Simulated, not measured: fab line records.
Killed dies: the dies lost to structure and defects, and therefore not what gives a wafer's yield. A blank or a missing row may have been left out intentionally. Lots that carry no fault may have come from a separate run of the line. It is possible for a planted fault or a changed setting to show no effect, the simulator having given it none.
Which tool was responsible? + flow berkeley-cmos170 + Sampling: 14 lots, 42 wafers, 6 of 331 route steps

== WHAT THE GAUGES READ, wafer by wafer ==
UCB170_SDANNEAL_RS_MEAS_03: uses a four-point probe to measure. Usual: NSD_RS 37.29 ohm/sq, standard deviation 0.1.
| lot  | measured     | on            | NSD_RS (ohm/sq)   | flag |
|------|--------------|---------------|-------------------|------|
| L219 | day 8 07:56  | film-metro-02 | 37.13 37.05 37.25 |      |
| L220 | day 8 22:12  | film-metro-03 | 37.36 37.31 37.31 |      |
| L223 | day 9 19:52  | film-metro-03 | 37.35 37.31 37.31 |      |
| L224 | day 9 20:11  | film-metro-02 | 37.34 37.25 37.27 |      |
| L221 | day 9 20:28  | film-metro-03 | 37.40 37.53 37.39 |      |
| L228 | day 11 07:11 | film-metro-03 | 37.32 37.50 37.50 |      |
| L231 | day 12 07:59 | film-metro-02 | 37.14 37.21 37.21 |      |
| L232 | day 12 08:28 | film-metro-03 | 37.30 37.10 37.32 |      |
| L234 | day 12 13:45 | film-metro-01 | 37.21 37.22 37.29 |      |
| L235 | day 12 14:25 | film-metro-02 | 37.17 37.25 37.29 |      |
| L236 | day 13 04:36 | film-metro-03 | 37.44 37.40 37.50 |      |
| L238 | day 13 15:13 | film-metro-02 | 37.11 37.08 37.11 |      |
| L239 | day 14 05:46 | film-metro-03 | 37.44 37.35 37.38 |      |
| L242 | day 14 06:15 | film-metro-03 | 37.32 37.24 37.29 |      |

UCB170_M1_OVL_MEAS_10. Usual: M1_OVL -4 nm, standard deviation 4.4.
| lot  | measured     | on         | M1_OVL (nm) | flag |
|------|--------------|------------|-------------|------|
| L219 | day 8 15:20  | overlay-01 | -5 -1 -4    |      |
| L220 | day 9 05:29  | overlay-01 | -5 -3 -2    |      |
| L223 | day 10 02:22 | overlay-02 | -2 -4 -1    |      |
| L224 | day 10 02:41 | overlay-02 | 1 -8 -2     |      |
| L221 | day 10 04:15 | overlay-02 | 2 2 -3      |      |
| L228 | day 11 17:52 | overlay-01 | 4 -3 -3     |      |
| L231 | day 12 15:55 | overlay-02 | 2 3 0       |      |
| L232 | day 12 16:53 | overlay-02 | -12 -7 -18  |      |
| L234 | day 13 00:03 | overlay-01 | 0 -5 -3     |      |
| L235 | day 13 01:01 | overlay-01 | -4 3 1      |      |
| L236 | day 13 12:43 | overlay-01 | -13 -8 -12  |      |
| L238 | day 13 23:23 | overlay-01 | 5 -7 1      |      |
| L239 | day 14 13:55 | overlay-02 | -7 -3 -1    |      |
| L242 | day 14 15:32 | overlay-01 | -6 -4 -2    |      |

UCB170_M3_RS_MEAS_02: uses a four-point probe to measure. Usual: M3_AL_RS 0.03233 ohm/sq, standard deviation 0.0003.
| lot  | measured     | on            | M3_AL_RS (ohm/sq)       | flag |
|------|--------------|---------------|-------------------------|------|
| L219 | day 9 00:34  | film-metro-02 | 0.03204 0.03246 0.03212 |      |
| L220 | day 9 14:43  | film-metro-02 | 0.03219 0.0324 0.03242  |      |
| L223 | day 10 16:35 | film-metro-01 | 0.03208 0.03249 0.03225 |      |
| L224 | day 10 16:52 | film-metro-01 | 0.03225 0.03172 0.03221 |      |
| L221 | day 10 17:11 | film-metro-03 | 0.03248 0.03227 0.03262 |      |
| L228 | day 12 09:22 | film-metro-02 | 0.03269 0.03247 0.0323  |      |
| L231 | day 13 03:32 | film-metro-02 | 0.04006 0.04016 0.03961 | OFF  |
| L232 | day 13 05:08 | film-metro-03 | 0.03976 0.03982 0.03951 | OFF  |
| L234 | day 13 09:45 | film-metro-01 | 0.03237 0.03253 0.03234 |      |
| L235 | day 13 11:56 | film-metro-02 | 0.03189 0.03173 0.03159 |      |
| L236 | day 13 22:11 | film-metro-01 | 0.0321 0.03215 0.0321   |      |
| L238 | day 14 15:01 | film-metro-03 | 0.03196 0.03193 0.0317  |      |
| L239 | day 15 04:34 | film-metro-03 | 0.0321 0.03209 0.03207  |      |
| L242 | day 15 06:16 | film-metro-01 | 0.03227 0.03233 0.032   |      |

UCB170_M3_THK_MEAS_03: measures by xrf. Usual: M3_AL_THK 894 nm, standard deviation 9.1.
| lot  | measured     | on            | M3_AL_THK (nm) | flag |
|------|--------------|---------------|----------------|------|
| L219 | day 9 00:41  | film-metro-02 | 902 888 897    |      |
| L220 | day 9 14:49  | film-metro-02 | 892 888 890    |      |
| L223 | day 10 16:43 | film-metro-01 | 904 895 895    |      |
| L224 | day 10 16:59 | film-metro-01 | 893 917 899    |      |
| L221 | day 10 17:18 | film-metro-03 | 881 893 885    |      |
| L228 | day 12 09:29 | film-metro-02 | 887 896 893    |      |
| L231 | day 13 03:39 | film-metro-02 | 723 721 734    | OFF  |
| L232 | day 13 05:15 | film-metro-03 | 727 728 733    | OFF  |
| L234 | day 13 09:52 | film-metro-01 | 894 894 900    |      |
| L235 | day 13 12:04 | film-metro-02 | 903 906 911    |      |
| L236 | day 13 22:18 | film-metro-01 | 905 898 906    |      |
| L238 | day 14 15:08 | film-metro-03 | 899 896 904    |      |
| L239 | day 15 04:41 | film-metro-03 | 897 902 903    |      |
| L242 | day 15 06:23 | film-metro-01 | 902 899 908    |      |

== WHAT TOOL EACH LOT RAN ON (gives the tool, then ch and the chambers of the sampled wafers, and finally the start) ==
| lot  | UCB170_CONTACT_RTA_08            | UCB170_M3_SPUTTER_01         |
|------|----------------------------------|------------------------------|
| L219 | rtp-anneal-02 ch 0, day 8 12:05  | pvd-sputter-01, day 9 00:29  |
| L220 | rtp-anneal-02 ch 0, day 9 02:16  | pvd-sputter-01, day 9 14:36  |
| L223 | rtp-anneal-01 ch 0, day 9 23:20  | pvd-sputter-03, day 10 16:31 |
| L224 | rtp-anneal-02 ch 0, day 9 23:44  | pvd-sputter-01, day 10 16:47 |
| L221 | rtp-anneal-02 ch 0, day 10 01:08 | pvd-sputter-03, day 10 17:06 |
| L228 | rtp-anneal-01 ch 0, day 11 14:33 | pvd-sputter-03, day 12 09:17 |
| L231 | rtp-anneal-01 ch 0, day 12 12:19 | pvd-sputter-03, day 13 03:27 |
| L232 | rtp-anneal-01 ch 0, day 12 13:41 | pvd-sputter-03, day 13 05:02 |
| L234 | rtp-anneal-01 ch 0, day 12 19:38 | pvd-sputter-01, day 13 09:40 |
| L235 | rtp-anneal-01 ch 0, day 12 19:42 | pvd-sputter-04, day 13 11:52 |
| L236 | rtp-anneal-02 ch 0, day 13 09:16 | pvd-sputter-04, day 13 22:05 |
| L238 | rtp-anneal-01 ch 0, day 13 20:07 | pvd-sputter-04, day 14 14:56 |
| L239 | rtp-anneal-01 ch 0, day 14 09:17 | pvd-sputter-01, day 15 04:29 |
| L242 | rtp-anneal-01 ch 0, day 14 11:04 | pvd-sputter-01, day 15 06:11 |
- UCB170_CONTACT_RTA_08: time 10 s.
- UCB170_M3_SPUTTER_01: material Al, target thk 900 nm, time 120 s.

== WHAT THE TOOLS THEMSELVES READ (means of the sampled wafers that have a number; where no wafer has one, the mark that the record gives instead) ==
UCB170_CONTACT_RTA_08. Usual: lamp-power-pct 23.7 %, standard deviation 1.1; wafer_temp_C_max 905.0, standard deviation 1.3.
| lot  | tool          | lamp-power-pct (%) | wafer_temp_C_max | flag |
|------|---------------|--------------------|------------------|------|
| L219 | rtp-anneal-02 | 22.6               | 905.0            |      |
| L220 | rtp-anneal-02 | 22.6               | 904.9            |      |
| L223 | rtp-anneal-01 | 24.9               | 906.0            |      |
| L224 | rtp-anneal-02 | 22.6               | 904.0            |      |
| L221 | rtp-anneal-02 | 22.6               | 905.2            |      |
| L228 | rtp-anneal-01 | 24.9               | 905.8            |      |
| L231 | rtp-anneal-01 | 24.9               | 907.1            |      |
| L232 | rtp-anneal-01 | 24.9               | 904.7            |      |
| L234 | rtp-anneal-01 | 24.9               | 905.1            |      |
| L235 | rtp-anneal-01 | 24.9               | 905.6            |      |
| L236 | rtp-anneal-02 | 22.6               | 904.4            |      |
| L238 | rtp-anneal-01 | 24.9               | 905.1            |      |
| L239 | rtp-anneal-01 | 24.9               | 906.8            |      |
| L242 | rtp-anneal-01 | 24.9               | 905.4            |      |

UCB170_M3_SPUTTER_01. Usual: throttle-valve-pct 29.9 %, standard deviation 0.89.
| lot  | tool           | throttle-valve-pct (%) | flag |
|------|----------------|------------------------|------|
| L219 | pvd-sputter-01 | 30.4                   |      |
| L220 | pvd-sputter-01 | 30.1                   |      |
| L223 | pvd-sputter-03 | 29.5                   |      |
| L224 | pvd-sputter-01 | 30.7                   |      |
| L221 | pvd-sputter-03 | 29.4                   |      |
| L228 | pvd-sputter-03 | 29.9                   |      |
| L231 | pvd-sputter-03 | 29.9                   |      |
| L232 | pvd-sputter-03 | 29.4                   |      |
| L234 | pvd-sputter-01 | 30.8                   |      |
| L235 | pvd-sputter-04 | 29.9                   |      |
| L236 | pvd-sputter-04 | 29.7                   |      |
| L238 | pvd-sputter-04 | 29.0                   |      |
| L239 | pvd-sputter-01 | 30.3                   |      |
| L242 | pvd-sputter-01 | 30.5                   |      |

== THE ANSWER, worked out from the rows above alone ==
Rule: take the mean of a lot's wafers that have a number; if it is more than 3 standard deviations from the usual mean, the lot is off. Also off: a lot with no number at a reading for which 4 or more lots have one. Any other lot the step has rows for is counted as sound. The gauges are gone through in route order, then the tools' own readings, and for those a lot's mean is taken as printed above. The first step at which some lot is off is used, and at that step the reading that is off furthest; a lot without a number counts as furthest.
Off: at UCB170_M3_RS_MEAS_02 (M3_AL_RS), L231, L232.
A tool fits if, at a process step before that reading, it ran every lot that is off, and no sound lot after the first of them. The gauges at UCB170_M3_RS_MEAS_02 are tried like those tools. One fits: UCB170_M3_SPUTTER_01 on pvd-sputter-03. Its last sound lot is L228 (day 12 09:17), its first lot that is off L231 (day 13 03:27): a fault that began between those two fits.

== WHAT WAS PUT IN BY THE SIMULATOR ==
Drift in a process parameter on pvd-sputter-03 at UCB170_M3_SPUTTER_01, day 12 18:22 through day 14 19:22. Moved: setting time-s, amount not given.
Lots struck among those shown: L231, L232. The rule above reached the same finding.
